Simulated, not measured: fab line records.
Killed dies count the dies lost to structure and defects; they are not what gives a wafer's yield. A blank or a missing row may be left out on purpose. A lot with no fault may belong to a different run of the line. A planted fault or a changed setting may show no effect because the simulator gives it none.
A struck lot beside a sound one -- flow rit-cmos -- 23 out of 202 route steps
Sound: wafers L667.1, L667.3, L667.5. Wafers L683.2, L683.3, L683.4 were the ones struck. Last of all comes the cause.
Per side, at each step with rows, come the tool, then ch with its chambers, and then its first start. Under that, the readings that differ: sound wafers -- struck wafers -- difference of the means -- sigmas: that difference in standard deviations of wafers without a fault.
alike: readings with means less than 2 such deviations apart, plus words and numbers identical on both sides. not compared: withheld readings, readings lacking a value on some wafer, bounds such as >300 that could conceal the same value, and numbers that have no deviation in the record and whose values overlap.
Wherever a step has rows on one side only, a row that says differs or no value, or a row with sigmas, the two part there. Numbers that have no deviation but don't overlap get no sigmas and don't part them. A reading that every wafer of one side lacks parts them only if that side has two wafers or more.

first, 5 steps without rows for these wafers: RIT_GATE_WET_ETCH_00 (etches SiO2 in BOE, target depth 56 nm, time 60 s); RIT_GATE_CLEAN_01 (cleans in SC1, time 600 s); RIT_GATE_CLEAN_02 (cleans in dHF, time 30 s); RIT_GATE_CLEAN_03 (cleans in SC2, time 600 s); RIT_GATE_CLEAN_04 (cleans in dHF, time 60 s).
RIT_FOX2_THK_MEAS_91:
  sound: film-metro-01 at day 3 01:53; struck: film-metro-03 at day 6 08:21
  alike: FIELD_OXIDE_LEFT_2_THK
then, 2 steps without rows for these wafers: RIT_GATE_OXIDATION_05 (target thk 3 nm, ox time 270 s); RIT_GATE_ANNEAL_06 (time 600 s).
RIT_GATE_THK_MEAS_07:
  sound: film-metro-02 at day 3 04:18; struck: film-metro-03 at day 6 14:04
  alike: GATE_OXIDE_THK
then, 1 step without rows for these wafers: RIT_GATE_CVD_08 (deposits poly-Si from SiH4, target thk 250 nm, time 2220 s).
RIT_GATE_THK_MEAS_09:
  sound: film-metro-03 at day 3 06:19; struck: film-metro-02 at day 6 16:34
  alike: GATE_POLY_THK
then, 1 step without rows for these wafers: RIT_GATE_HMDS_10 (prime time 60 s).
RIT_GATE_COAT_11: resist thk 850 nm.
  sound on litho-track-03 ch 0, day 3 06:38; struck on litho-track-04 ch 0, day 6 16:47
reading,sound,struck,difference,sigmas
model.NOVOLAK_of_GATE_COAT_11.thk-nm (nm),850 852.3 851.1,856.5 859.5 859,+7.2,
  alike: resist-line-temp-C
then, 4 steps without rows for these wafers: RIT_GATE_SOFTBAKE_12 (time 60 s); RIT_GATE_EXPOSE_13 (exposes mask M6, target cd 150 nm); RIT_GATE_PEB_14; RIT_GATE_DEVELOP_15 (develop time 50 s).
RIT_GATE_CD_MEAS_16: the cd target is 150 nm.
  sound: cd-sem-01 at day 3 07:31; struck: cd-sem-02 at day 6 17:36
  alike: cd-nm
RIT_GATE_OVL_MEAS_17:
  sound: overlay-02 at day 3 07:38; struck: overlay-01 at day 6 17:43
  alike: GATE_OVL
then, 1 step without rows for these wafers: RIT_GATE_HARDBAKE_18 (time 60 s).
RIT_GATE_ETCH_19: etches poly-Si in SF6/CHF3/O2, stops on SiO2, time 158.5 s, target depth 312.5 nm.
  sound on rie-si-01 ch 0,1,2, day 3 07:49; struck on rie-si-01 ch 0,2, day 6 17:53
reading,sound,struck,difference,sigmas
model.NOVOLAK_of_GATE_COAT_11.thk-nm (nm),670.5 672.8 673.1,677.4 681.5 681.3,+7.9,
  alike: CHF3_flow_sccm, drypump-motor-current-A, oes-product-au, throttle-valve-pct
  not compared: rf-hours-counter-h
RIT_GATE_STRIP_20: strips in O2, time 180 s.
  sound on plasma-asher-04 ch 1, day 3 07:55; struck on plasma-asher-04 ch 0,1, day 6 18:00
  alike: drypump-motor-current-A
  not compared: rf-hours-counter-h
RIT_M1_PROBE_99:
  only the struck wafers here have rows in the record (prober-02, day 7 16:08); the sound ones have none

## WHERE THEY PART
Only at RIT_M1_PROBE_99, as far as this record shows.

WHY: whatever the simulator had introduced
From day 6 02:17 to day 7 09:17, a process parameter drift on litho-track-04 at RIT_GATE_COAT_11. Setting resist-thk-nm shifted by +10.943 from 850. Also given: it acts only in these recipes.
